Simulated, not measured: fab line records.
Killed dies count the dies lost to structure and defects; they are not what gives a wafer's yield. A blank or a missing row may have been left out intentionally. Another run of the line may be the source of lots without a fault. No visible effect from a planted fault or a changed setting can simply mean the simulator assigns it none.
fab line records ; flow rit_cmos ; part 2 of 2: steps 33 to 44 of 44
record lots=5; wafers=15; last_day=7
route steps=202 shown NRETRO@53 PRETRO@64 GATE@75 FOX2@80
lots that met no fault: from a run of the same line without faults
start_h: the number of hours between the record's first day and the start of the first shown wafer of the lot ; wait_h: hours since the lot's step before ; " as in the row above ; L1.1+2: a single row standing in for several wafers ; - no value, or no start was given ; * or withheld: withheld ; < > ~ a bound
route shown NAME@n: names a module that has steps shown in the file, with the first one's number in the route ; usual: the fault-free wafers' mean and standard deviation ; same: alike in all rows ; chamber/n: place in a boat ; sites: readings site by site ; _std_site: the standard deviation of these ; _edge_site: outer sites' mean less inner sites' ; radius_mm: for every site, how far away it sits from the centre of the wafer ; mask NAME#n: copy n ; behind: the most recent tool/chamber to have shaped the wafer ; hold: reason for holding the lot/hours on hold/outcome of the hold ; device: which transistor (n, p or np) failed to switch ; end of line: the tests these same wafers got at the end of their route ; a step with no rows: only its recipe ; killed: the dies lost at the first sort to structure and to defects; this is not the yield of the wafer ; map: per-die view of a wafer (x killed, . not killed, _ where there is no die)
set.NAME: the run value of the setting; set.NAME@STEP: its run value at that earlier step ; model.NAME: the simulator's own value behind a step, which no gauge read
lots seen at some steps along the route; tables by step, rows by wafer
services: when a tool's chamber went out of use (start_h, in hours from the record's first day, below 0 if earlier), for how many hours, and the reason
## steps
# step RIT_GATE_THK_MEAS_09
# recipe reads=poly-Si_of_GATE_CVD_08
# usual GATE_POLY_THK=249.9/2
lot.wafer;tool;chamber;start_h;wait_h;GATE_POLY_THK[nm]
L074.1;film_metro-01;-;35.11;0.0;248.0
L074.3;film_metro-01;-;35.11;0.0;248.9
L074.6;film_metro-01;-;35.11;0.0;248.0
L081.1;film_metro-01;-;73.59;0.0;251.0
L081.4;film_metro-01;-;73.59;0.0;249.6
L081.5;film_metro-01;-;73.59;0.0;252.6
L082.3;film_metro-04;-;76.34;0.0;249.8
L082.5;film_metro-04;-;76.34;0.0;249.2
L082.6;film_metro-04;-;76.34;0.0;251.0
L092.1;film_metro-03;-;127.88;0.0;249.5
L092.3;film_metro-03;-;127.88;0.0;251.1
L092.5;film_metro-03;-;127.88;0.0;250.6
L094.2;film_metro-01;-;142.27;0.0;249.5
L094.4;film_metro-01;-;142.27;0.0;249.8
L094.5;film_metro-01;-;142.27;0.0;250.6
# step RIT_GATE_HMDS_10
# recipe prime_time_s=60; prime_temp_c=140
# same prime_time_s=60
lot.wafer;tool;chamber;start_h;wait_h
L074.1+3+6;litho_track-04;0;35.17;0.1
L081.1+4+5;litho_track-04;0;73.65;0.1
L082.3+5+6;litho_track-02;0;76.43;0.1
L092.1+3+5;litho_track-04;0;127.94;0.1
L094.2+4+5;litho_track-04;0;142.40;0.1
# step RIT_GATE_COAT_11
# recipe resist=NOVOLAK; spin_rpm=4250; resist_thk_nm=850
lot.wafer;tool;chamber;start_h;wait_h
L074.1+3+6;litho_track-04;0;35.32;0.1
L081.1+4+5;litho_track-04;0;73.80;0.1
L082.3+5+6;litho_track-02;0;76.58;0.1
L092.1+3+5;litho_track-04;0;128.09;0.1
L094.2+4+5;litho_track-04;0;142.55;0.1
# step RIT_GATE_SOFTBAKE_12
# recipe resist=NOVOLAK; temp_c=90; time_s=60
lot.wafer;tool;chamber;start_h;wait_h
L074.1+3+6;litho_track-04;0;35.47;0.1
L081.1+4+5;litho_track-04;0;73.95;0.1
L082.3+5+6;litho_track-02;0;76.73;0.1
L092.1+3+5;litho_track-04;0;128.24;0.1
L094.2+4+5;litho_track-04;0;142.70;0.1
# step RIT_GATE_EXPOSE_13
# recipe mask_id=M6; na=0.6; source_shape=conventional; sigma_outer=0.6; target_cd_nm=150; dose_mj=380
# usual stage_vel_mm_s=499.99/0.26
lot.wafer;tool;chamber;start_h;wait_h;mask;stage_vel_mm_s
L074.1;iline_stepper-01;0;35.62;0.1;M6#0;499.96
L074.3;iline_stepper-01;0;35.62;0.1;M6#0;500.05
L074.6;iline_stepper-01;0;35.62;0.1;M6#0;500.34
L081.1;iline_stepper-02;0;74.10;0.1;M6#0;499.78
L081.4;iline_stepper-02;0;74.10;0.1;M6#0;500.19
L081.5;iline_stepper-02;0;74.10;0.1;M6#0;499.95
L082.3;iline_stepper-02;0;76.87;0.1;M6#0;499.54
L082.5;iline_stepper-02;0;76.87;0.1;M6#0;499.40
L082.6;iline_stepper-02;0;76.87;0.1;M6#0;499.60
L092.1;iline_stepper-01;0;128.51;0.2;M6#0;500.11
L092.3;iline_stepper-01;0;128.51;0.2;M6#0;499.61
L092.5;iline_stepper-01;0;128.51;0.2;M6#0;500.14
L094.2;iline_stepper-01;0;142.85;0.1;M6#0;499.62
L094.4;iline_stepper-01;0;142.85;0.1;M6#0;500.04
L094.5;iline_stepper-01;0;142.85;0.1;M6#0;500.31
# step RIT_GATE_PEB_14
# recipe resist=NOVOLAK; temp_c=withheld; time_s=withheld
lot.wafer;tool;chamber;start_h;wait_h
L074.1+3+6;litho_track-01;0;35.74;0.1
L081.1+4+5;litho_track-04;0;74.21;0.1
L082.3+5+6;litho_track-02;0;77.00;0.1
L092.1+3+5;litho_track-04;0;128.63;0.1
L094.2+4+5;litho_track-02;0;143.06;0.2
# step RIT_GATE_DEVELOP_15
# recipe resist=NOVOLAK; develop_time_s=50; dev_temp_c=23
lot.wafer;tool;chamber;start_h;wait_h
L074.1+3+6;litho_track-01;0;-;-
L081.1+4+5;litho_track-04;0;-;-
L082.3+5+6;litho_track-02;0;-;-
L092.1+3+5;litho_track-04;0;-;-
L094.2+4+5;litho_track-02;0;-;-
# step RIT_GATE_CD_MEAS_16
# recipe target_cd_nm=150
# usual cd_nm=152.3/2.1
lot.wafer;tool;chamber;start_h;wait_h;cd_nm
L074.1;cd_sem-01;-;36.02;-;149.2
L074.3;cd_sem-01;-;36.02;-;150.1
L074.6;cd_sem-01;-;36.02;-;151.1
L081.1;cd_sem-01;-;74.50;-;150.8
L081.4;cd_sem-01;-;74.50;-;153.1
L081.5;cd_sem-01;-;74.50;-;151.3
L082.3;cd_sem-01;-;77.27;-;152.0
L082.5;cd_sem-01;-;77.27;-;149.8
L082.6;cd_sem-01;-;77.27;-;151.4
L092.1;cd_sem-01;-;128.91;-;154.4
L092.3;cd_sem-01;-;128.91;-;155.8
L092.5;cd_sem-01;-;128.91;-;153.7
L094.2;cd_sem-02;-;143.34;-;152.2
L094.4;cd_sem-02;-;143.34;-;150.7
L094.5;cd_sem-02;-;143.34;-;152.2
# step RIT_GATE_OVL_MEAS_17
# usual GATE_OVL=1.1/1.9
lot.wafer;tool;chamber;start_h;wait_h;GATE_OVL[nm]
L074.1;overlay-01;-;36.14;0.1;2.2
L074.3;overlay-01;-;36.14;0.1;3.0
L074.6;overlay-01;-;36.14;0.1;0.5
L081.1;overlay-02;-;74.62;0.1;-2.2
L081.4;overlay-02;-;74.62;0.1;-0.4
L081.5;overlay-02;-;74.62;0.1;-0.6
L082.3;overlay-02;-;77.36;0.1;2.1
L082.5;overlay-02;-;77.36;0.1;-0.3
L082.6;overlay-02;-;77.36;0.1;-0.9
L092.1;overlay-02;-;129.03;0.1;2.6
L092.3;overlay-02;-;129.03;0.1;1.8
L092.5;overlay-02;-;129.03;0.1;-0.6
L094.2;overlay-02;-;143.45;0.1;2.1
L094.4;overlay-02;-;143.45;0.1;1.6
L094.5;overlay-02;-;143.45;0.1;2.5
# step RIT_GATE_HARDBAKE_18
# recipe resist=NOVOLAK; temp_c=140; time_s=60
lot.wafer;tool;chamber;start_h;wait_h
L074.1+3+6;litho_track-02;0;36.18;0.0
L081.1+4+5;litho_track-04;0;74.65;0.0
L082.3+5+6;litho_track-02;0;77.44;0.1
L092.1+3+5;litho_track-04;0;129.07;0.0
L094.2+4+5;litho_track-04;0;143.60;0.1
# step RIT_GATE_ETCH_19
# recipe chemistry=SF6/CHF3/O2; time_s=165; SF6_flow_sccm=30; CHF3_flow_sccm=30; O2_flow_sccm=5; target=poly-Si; pressure_mtorr=40; rf_w=160; target_depth_a=3125; over_etch_frac=0.25; stop_on=SiO2
# usual drypump_motor_current_A=5.5/0.41; oes_product_au=0.844/0.01; rf_fwd_power_W=159.6/0.48; throttle_valve_pct=10.23/0.15
lot.wafer;tool;chamber;start_h;wait_h;drypump_motor_current_A;oes_product_au;rf_fwd_power_W;rf_hours_counter_h;throttle_valve_pct
L074.1;rie_si-01;1;36.33;0.1;5.5;0.843;159.1;0;10.07
L074.3;rie_si-01;0;36.33;0.1;5.4;0.846;159.8;44;10.28
L074.6;rie_si-01;1;36.33;0.1;5.5;0.838;159.3;-;10.08
L081.1;rie_si-02;0;74.80;0.1;6.3;0.841;159.6;106;10.32
L081.4;rie_si-02;2;74.80;0.1;4.9;0.832;159.3;9;10.21
L081.5;rie_si-02;3;74.80;0.1;5.0;0.845;158.7;-;10.34
L082.3;rie_si-01;1;77.54;0.1;5.5;0.856;159.8;0;10.06
L082.5;rie_si-01;0;77.54;0.1;5.4;0.848;160.8;-;10.30
L082.6;rie_si-01;1;77.54;0.1;5.5;0.850;159.4;-;10.08
L092.1;rie_si-01;2;129.22;0.1;5.7;0.852;159.9;66;10.46
L092.3;rie_si-01;1;129.22;0.1;5.5;0.845;159.8;1;10.08
L092.5;rie_si-01;3;129.22;0.1;5.6;0.834;160.1;-;10.21
L094.2;rie_si-01;0;143.72;0.1;5.4;0.854;158.8;45;10.30
L094.4;rie_si-01;1;143.72;0.1;5.5;0.850;159.7;1;10.06
L094.5;rie_si-01;0;143.72;0.1;5.4;0.857;159.1;-;10.30
# step RIT_GATE_STRIP_20
# recipe chemistry=O2; time_s=180; resist=NOVOLAK; platen_temp_c=withheld; power_w=500; pressure_mtorr=4000; o2_flow_sccm=4000
# usual drypump_motor_current_A=5.8/0.4
lot.wafer;tool;chamber;start_h;wait_h;drypump_motor_current_A;rf_hours_counter_h
L074.1;plasma_asher-01;1;36.44;0.1;5.9;42
L074.3;plasma_asher-01;0;36.44;0.1;5.8;-
L074.6;plasma_asher-01;0;36.44;0.1;5.8;-
L081.1;plasma_asher-02;0;74.91;0.1;5.4;44
L081.4;plasma_asher-02;0;74.91;0.1;5.4;-
L081.5;plasma_asher-02;1;74.91;0.1;6.1;-
L082.3;plasma_asher-04;1;77.71;0.1;5.2;-
L082.5;plasma_asher-04;1;77.71;0.1;5.2;-
L082.6;plasma_asher-04;0;77.71;0.1;6.3;-
L092.1;plasma_asher-04;1;129.33;0.1;5.2;33
L092.3;plasma_asher-04;1;129.33;0.1;5.2;-
L092.5;plasma_asher-04;0;129.33;0.1;6.4;-
L094.2;plasma_asher-01;1;143.83;0.1;5.9;53
L094.4;plasma_asher-01;0;143.83;0.1;5.8;-
L094.5;plasma_asher-01;1;143.83;0.1;5.9;-
## services
tool;chamber;start_h;hours;kind
implanter-03;-;4.97;4.0;pm
wet_bench-02;-;8.84;4.4;pm
plasma_asher-03;-;10.82;4.0;repair
rie_si-01;2;20.32;13.3;repair
plasma_asher-01;-;27.67;0.6;repair
furnace-03;-;37.50;3.6;pm
implanter-01;-;38.43;2.3;pm
iline_stepper-02;0;48.20;-;calibration
iline_stepper-02;-;49.12;1.7;pm
rie_si-02;-;63.42;0.7;repair
rie_si-01;3;64.73;-;clean
rie_si-01;3;64.73;20.7;scheduled_down
rie_si-01;3;64.73;20.7;vent_cycle
wet_bench-01;-;69.76;3.5;repair
iline_stepper-01;0;90.26;-;calibration
rie_si-01;0;90.34;3.0;repair
wet_bench-01;-;92.97;1.9;pm
iline_stepper-01;-;97.70;1.7;pm
furnace-03;-;97.91;2.1;pm
furnace-01;-;102.39;67.7;pm
implanter-01;-;108.30;7.0;repair
plasma_asher-02;-;108.75;9.0;pm
plasma_asher-02;0;108.75;9.0;vent_cycle
furnace-04;-;117.39;2.8;pm
